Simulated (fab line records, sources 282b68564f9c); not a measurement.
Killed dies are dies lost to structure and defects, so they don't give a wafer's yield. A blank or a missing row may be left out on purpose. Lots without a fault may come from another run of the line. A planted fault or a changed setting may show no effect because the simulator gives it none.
One fault seen from 2 desks | flow rit_cmos | each desk has only its own numbers; what lay behind them comes last

THE METROLOGY DESK
What the gauges read, lot by lot, whatever tool the lot ran on: means of the sampled wafers that have a number. A lot is out of limits, marked OUT, if its mean lies more than 4 standard deviations from the usual mean; the brackets give that distance.
Columns: A = PWELL_TW at RIT_PWELL_TW_MEAS_10, usual 956; B = PWELL_RS at RIT_WELLDRIVE_RS_MEAS_02, usual 429.9 ohm/sq
lot  | first seen here | A               | B
L565 | day 1 23:29     | 966             | 429.8
L566 | day 2 06:36     | 948             | 431.2
L568 | day 2 15:55     | 947             | 430.3
L569 | day 3 01:10     | 960             | 428.5
L570 | day 3 04:31     | 965             | 429.1
L571 | day 3 09:16     | 950             | 432.2
L572 | day 3 12:54     | 942             | 430.1
L574 | day 3 22:38     | 963             | 429.0
L576 | day 4 07:56     | 971             | 429.9
L577 | day 4 12:40     | 971             | 429.6
L579 | day 5 01:28     | 1026 (+7.3) OUT | 365.4 (-59) OUT
L580 | day 5 05:46     | 964             | 429.8
L583 | day 5 19:16     | 1030 (+7.6) OUT | 365.9 (-58) OUT
L584 | day 6 00:06     | 947             | 429.8
This desk's finding: out of limits on L579, L583; first on L579, day 5 01:28 (PWELL_TW at RIT_PWELL_TW_MEAS_10). In limits: L565, L566, L568, L569, L570, L571, L572, L574, L576, L577, L580, L584.

THE TOOL OWNER'S DESK: implanter-04
The tool's own readings at RIT_PWELL_IMPLANT_08: means of the sampled wafers that have a number, for each lot that ran on this tool. A lot is out of limits, marked OUT, if its mean lies more than 4 standard deviations from the usual mean; the brackets give that distance.
Columns: A = beam_on_s at RIT_PWELL_IMPLANT_08, usual 9.99 s; B = dose_ions_cm2 at RIT_PWELL_IMPLANT_08, usual 7e+13; C = faraday_current_uA at RIT_PWELL_IMPLANT_08, usual 222
lot  | first seen here | A     | B                       | C
L565 | day 1 23:10     | 10.07 | 7e+13                   | 220
L569 | day 3 00:51     | 10.00 | 7e+13                   | 222
L571 | day 3 08:57     | 10.24 | 7e+13                   | 216
L574 | day 3 22:20     | 9.95  | 7e+13                   | 223
L577 | day 4 12:21     | 9.95  | 7e+13                   | 223
L579 | day 5 01:10     | 10.06 | 9e+13 (+99 or more) OUT | 287 (+15) OUT
L583 | day 5 18:57     | 9.97  | 9e+13 (+99 or more) OUT | 289 (+16) OUT
This desk's finding: out of limits on L579, L583; first on L579, day 5 01:10 (dose_ions_cm2 at RIT_PWELL_IMPLANT_08). In limits: L565, L569, L571, L574, L577.

PUT TOGETHER
The tool owner's desk could have raised an alarm at day 5 01:10, on L579, L583.
The metrology desk could have raised an alarm at day 5 01:28, on L579, L583.
Of the lots named, all ran RIT_PWELL_IMPLANT_08 on implanter-04.

WHAT THE SIMULATOR HAD PUT IN
Process parameter drift: implanter-04, from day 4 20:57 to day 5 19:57, at RIT_PWELL_IMPLANT_08. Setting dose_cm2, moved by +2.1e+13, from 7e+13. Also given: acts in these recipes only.
Lots struck among those shown: L579, L583.
Hours from the fault's start to each desk's first reading out of limits: the tool owner's desk, 4; the metrology desk, 5.
